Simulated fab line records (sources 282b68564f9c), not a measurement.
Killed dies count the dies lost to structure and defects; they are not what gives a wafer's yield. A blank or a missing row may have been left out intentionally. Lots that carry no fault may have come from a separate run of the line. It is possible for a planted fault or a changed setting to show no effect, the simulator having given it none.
Split-lot study || flow rit-cmos || 5 lots, 23 wafers read, on a route of 202 steps

THE SPLIT ITSELF
At RIT_SPACER_ETCHBACK_05 (etches Si3N4 in SF6/CHF3, stops on SiO2, target depth 250 nm, time 240 s), the setting time-s was moved away from the recipe's 240 s on 8 of the 23 wafers read, by -11.0% to +5.4%. All remaining wafers had this setting at the recipe value.

Reading taken at the split's own step.

THE READING
oes-product-au, in a.u., at RIT_SPACER_ETCHBACK_05 (etches Si3N4 in SF6/CHF3, stops on SiO2, target depth 250 nm, time 240 s). A value of 0.845 a.u. with a standard deviation of 0.015 a.u. is what fault-free wafers of this fab line usually give.

{"wafer": "L075.1", "tool, chamber at the split": "rie-diel-03, 0", "time-s as run, s": 213.6, "against the recipe": "-11.0%", "oes-product-au, a.u.": 0.944, "against lot-mates on the recipe": "+0.095"}
{"wafer": "L075.2", "tool, chamber at the split": "rie-diel-03, 1", "time-s as run, s": 213.6, "against the recipe": "-11.0%", "oes-product-au, a.u.": 0.931, "against lot-mates on the recipe": "+0.083"}
{"wafer": "L075.3", "tool, chamber at the split": "rie-diel-03, 3", "time-s as run, s": 240, "against the recipe": "recipe", "oes-product-au, a.u.": 0.851, "against lot-mates on the recipe": "-"}
{"wafer": "L075.4", "tool, chamber at the split": "rie-diel-03, 2", "time-s as run, s": 213.6, "against the recipe": "-11.0%", "oes-product-au, a.u.": 0.899, "against lot-mates on the recipe": "+0.050"}
{"wafer": "L075.5", "tool, chamber at the split": "rie-diel-03, 3", "time-s as run, s": 240, "against the recipe": "recipe", "oes-product-au, a.u.": 0.846, "against lot-mates on the recipe": "-"}
{"wafer": "L076.1", "tool, chamber at the split": "rie-diel-02, 2", "time-s as run, s": 222.1, "against the recipe": "-7.5%", "oes-product-au, a.u.": 0.882, "against lot-mates on the recipe": "+0.031"}
{"wafer": "L076.2", "tool, chamber at the split": "rie-diel-02, 3", "time-s as run, s": 240, "against the recipe": "recipe", "oes-product-au, a.u.": 0.840, "against lot-mates on the recipe": "-"}
{"wafer": "L076.3", "tool, chamber at the split": "rie-diel-02, 1", "time-s as run, s": 240, "against the recipe": "recipe", "oes-product-au, a.u.": 0.862, "against lot-mates on the recipe": "-"}
{"wafer": "L076.4", "tool, chamber at the split": "rie-diel-02, 0", "time-s as run, s": 222.1, "against the recipe": "-7.5%", "oes-product-au, a.u.": 0.890, "against lot-mates on the recipe": "+0.039"}
{"wafer": "L076.6", "tool, chamber at the split": "rie-diel-02, 0", "time-s as run, s": 240, "against the recipe": "recipe", "oes-product-au, a.u.": 0.851, "against lot-mates on the recipe": "-"}
{"wafer": "L078.1", "tool, chamber at the split": "rie-diel-03, 3", "time-s as run, s": 252.9, "against the recipe": "+5.4%", "oes-product-au, a.u.": 0.838, "against lot-mates on the recipe": -0.015}
{"wafer": "L078.2", "tool, chamber at the split": "rie-diel-03, 2", "time-s as run, s": 252.9, "against the recipe": "+5.4%", "oes-product-au, a.u.": 0.806, "against lot-mates on the recipe": -0.047}
{"wafer": "L078.3", "tool, chamber at the split": "rie-diel-03, 1", "time-s as run, s": 240, "against the recipe": "recipe", "oes-product-au, a.u.": 0.849, "against lot-mates on the recipe": "-"}
{"wafer": "L078.4", "tool, chamber at the split": "rie-diel-03, 0", "time-s as run, s": 240, "against the recipe": "recipe", "oes-product-au, a.u.": 0.858, "against lot-mates on the recipe": "-"}
{"wafer": "L078.6", "tool, chamber at the split": "rie-diel-03, 1", "time-s as run, s": 252.9, "against the recipe": "+5.4%", "oes-product-au, a.u.": 0.840, "against lot-mates on the recipe": -0.013}
{"wafer": "L079.1", "tool, chamber at the split": "rie-diel-03, 2", "time-s as run, s": 240, "against the recipe": "recipe", "oes-product-au, a.u.": 0.825, "against lot-mates on the recipe": "-"}
{"wafer": "L079.2", "tool, chamber at the split": "rie-diel-03, 0", "time-s as run, s": 240, "against the recipe": "recipe", "oes-product-au, a.u.": 0.862, "against lot-mates on the recipe": "-"}
{"wafer": "L079.3", "tool, chamber at the split": "rie-diel-03, 3", "time-s as run, s": 240, "against the recipe": "recipe", "oes-product-au, a.u.": 0.848, "against lot-mates on the recipe": "-"}
{"wafer": "L079.4", "tool, chamber at the split": "rie-diel-03, 1", "time-s as run, s": 240, "against the recipe": "recipe", "oes-product-au, a.u.": 0.847, "against lot-mates on the recipe": "-"}
{"wafer": "L079.6", "tool, chamber at the split": "rie-diel-03, 3", "time-s as run, s": 240, "against the recipe": "recipe", "oes-product-au, a.u.": 0.845, "against lot-mates on the recipe": "-"}
{"wafer": "L082.1", "tool, chamber at the split": "rie-diel-03, 1", "time-s as run, s": 240, "against the recipe": "recipe", "oes-product-au, a.u.": 0.848, "against lot-mates on the recipe": "-"}
{"wafer": "L082.2", "tool, chamber at the split": "rie-diel-03, 0", "time-s as run, s": 240, "against the recipe": "recipe", "oes-product-au, a.u.": 0.866, "against lot-mates on the recipe": "-"}
{"wafer": "L082.3", "tool, chamber at the split": "rie-diel-03, 3", "time-s as run, s": 240, "against the recipe": "recipe", "oes-product-au, a.u.": 0.848, "against lot-mates on the recipe": "-"}

THE FIT
A straight line over all 23 wafers: oes-product-au changes by -0.00589 a.u. for each +1% of time-s; r = -0.91; the points scatter about the line by 0.014 a.u.
The same after taking each lot's own level away (the mean of its wafers on the recipe; 23 wafers): -0.00607 a.u. for each +1%; r = -0.92; scatter 0.013 a.u.
That fit puts the effect of the largest move of time-s on the reading at 0.067 a.u.
From 0.8454 to 0.8540 a.u.: that is the span of the lots' own levels, equal to 0.6 times the standard deviation above.
The two slopes agree, so the slope changes little with the lot-to-lot level.
Check: with one of the wafers moved furthest among these (-11.0%) left out of the fit, the line predicts +0.0602 a.u. for it against its lot-mates. It came out at +0.0955 a.u. against them.
Tool readings at the split's step, against how far the setting was moved: oes-product-au r = -0.91.

THESE WAFERS: OTHER SPLITS
These wafers also went through other splits before the reading. Each is held against what the fit with the lots' levels taken away leaves over:
{"other split on the same wafers": "RIT_ACTIVE_OXIDATION_01 ox-time-s", "wafers away from the commonest value": 18, "r with oes-product-au (lot level and that fit taken away)": "+0.21"}
{"other split on the same wafers": "RIT_ACTIVE_COAT_06 spin-rpm", "wafers away from the commonest value": 4, "r with oes-product-au (lot level and that fit taken away)": -0.09}
{"other split on the same wafers": "RIT_NWELL_SOFTBAKE_02 temp-c", "wafers away from the commonest value": 7, "r with oes-product-au (lot level and that fit taken away)": -0.10}
{"other split on the same wafers": "RIT_PRETRO_COAT_01 spin-rpm", "wafers away from the commonest value": 11, "r with oes-product-au (lot level and that fit taken away)": -0.11}
{"other split on the same wafers": "RIT_GATE_OXIDATION_05 ox-time-s", "wafers away from the commonest value": 10, "r with oes-product-au (lot level and that fit taken away)": "+0.15"}
{"other split on the same wafers": "RIT_GATE_COAT_11 resist-thk-nm", "wafers away from the commonest value": 11, "r with oes-product-au (lot level and that fit taken away)": "+0.00"}
{"other split on the same wafers": "RIT_GATE_DEVELOP_15 develop-time-s", "wafers away from the commonest value": 8, "r with oes-product-au (lot level and that fit taken away)": -0.04}
{"other split on the same wafers": "RIT_PLDD_IMPLANT_08 energy-kev", "wafers away from the commonest value": 5, "r with oes-product-au (lot level and that fit taken away)": -0.14}

THE WHOLE CHAIN: every reading that the file lists as answering this split, in the file's order
{"step": "RIT_SPACER_ETCHBACK_05", "what it does": "etches Si3N4 in SF6/CHF3, stops on SiO2, target depth 250 nm, time 240 s", "reading": "oes-product-au", "change (the file's fit)": "-0.006 a.u. for each +1% of the setting", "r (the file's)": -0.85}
{"step": "RIT_SPACER_ETCHBACK_05", "what it does": "etches Si3N4 in SF6/CHF3, stops on SiO2, target depth 250 nm, time 240 s", "reading": "Si3N4_of_SPACER_CVD_03.thk-nm (the simulator's own value, which no gauge read)", "change (the file's fit)": "-0.56 nm for each +1% of the setting", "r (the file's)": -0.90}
{"step": "RIT_M1_PROBE_99", "what it does": "", "reading": "etest.pplus-sal.width-nm (the simulator's own value, which no gauge read)", "change (the file's fit)": "+6.8 nm for each +1% of the setting", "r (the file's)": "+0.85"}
{"step": "RIT_M1_PROBE_99", "what it does": "", "reading": "etest.nplus-sal.width-nm (the simulator's own value, which no gauge read)", "change (the file's fit)": "+7.77 nm for each +1% of the setting", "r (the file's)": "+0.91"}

THE FILE'S OWN FIT
oes-product-au changes by -0.006 a.u. for each +1% of time-s, r = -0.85.
